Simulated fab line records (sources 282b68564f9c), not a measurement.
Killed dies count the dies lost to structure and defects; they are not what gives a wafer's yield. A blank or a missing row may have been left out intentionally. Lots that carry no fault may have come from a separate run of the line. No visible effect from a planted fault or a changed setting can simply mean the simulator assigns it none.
One fault through the eyes of 2 desks | flow ritCmos | each desk has only its own numbers; what lay behind them comes last

AT THE METROLOGY DESK
Means of the sampled wafers that have a number, per lot and without regard to the tool the lot ran on: this is what the gauges read. If a lot's mean is further than 4 standard deviations from the usual mean, the lot is out of limits and carries the mark OUT (the distance appears in the brackets).
Columns: A = PWELL_RS at RIT_WELLDRIVE_RS_MEAS_02, usual 429.1 ohm/sq; B = FIELD_OXIDE_LEFT_2_THK at RIT_FOX2_THK_MEAS_91, usual 257 nm; C = PSD_OVL at RIT_PSD_OVL_MEAS_06, usual -0.2 nm; D = M1_OVL at RIT_M1_OVL_MEAS_10, usual 0.2 nm
lot  | first seen here | A                | B   | C    | D
L836 | day 2 05:41     | 430.2            | 263 | 0.5  | 1.3
L837 | day 2 12:05     | 427.9            | 249 | 0.6  | 0.2
L838 | day 2 15:33     | 431.1            | 258 | 0.4  | 1.3
L841 | day 3 05:10     | 429.0            | 248 | -0.6 | -0.1
L842 | day 3 10:38     | 429.5            | 248 | 0.5  | -1.6
L844 | day 3 20:58     | 428.3            | 249 | -0.5 | -0.2
L845 | day 4 01:52     | 428.8            | 257 | -0.3 | 2.3
L846 | day 4 06:41     | 428.0            | 257 | 0.3  | 2.6
L847 | day 4 10:51     | 429.9            | 263 | 1.1  | 0.8
L851 | day 5 08:30     | 429.2            | 262 | -2.0 | 0.3
L852 | day 5 12:29     | 430.0            | 260 | -0.7 | 0.1
L855 | day 6 05:44     | 435.9 (+6.2) OUT | 255 | -0.6 | -0.4
L857 | day 6 16:30     | 436.6 (+6.8) OUT | 272 | -1.3 | -0.5
L858 | day 6 18:13     | 429.5            | 259 | -0.6 | -1.4
This desk's result: L855, L857 out of limits, first on L855 (PWELL_RS at RIT_WELLDRIVE_RS_MEAS_02), day 6 05:44. L836, L837, L838, L841, L842, L844, L845, L846, L847, L851, L852, L858: within limits.

DESK OF THE TOOL OWNER: implanter-01
The tool's own readings at RIT_PWELL_IMPLANT_08, given as means over the sampled wafers that have a number, one for each lot that went through this tool. If a lot's mean is further than 4 standard deviations from the usual mean, the lot is out of limits and carries the mark OUT (the distance appears in the brackets).
Columns: A = doseIonsCm2 at RIT_PWELL_IMPLANT_08, usual 7e+13
lot  | first seen here | A
L846 | day 4 00:41     | 7e+13
L851 | day 5 02:55     | 7e+13
L855 | day 6 00:10     | 7e+13 (-22) OUT
L857 | day 6 10:55     | 7e+13 (-23) OUT
Finding of this desk: L855, L857 out of limits; the first was L855 at day 6 00:10, on doseIonsCm2 at RIT_PWELL_IMPLANT_08. L846, L851: within limits.

ALL TOGETHER
An alarm could have come from the tool owner's desk at day 6 00:10, on L855, L857.
At day 6 05:44 the metrology desk could have sounded an alarm, on L855, L857.
Every lot named ran RIT_PWELL_IMPLANT_08 on implanter-01.

WHAT THE SIMULATOR HAD PUT IN
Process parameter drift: implanter-01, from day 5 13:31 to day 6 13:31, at RIT_PWELL_IMPLANT_08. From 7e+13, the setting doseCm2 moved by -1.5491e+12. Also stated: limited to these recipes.
Struck lots among those shown: L855, L857.
Fault start to first reading out of limits, in hours, per desk: tool owner, 11; metrology, 16.
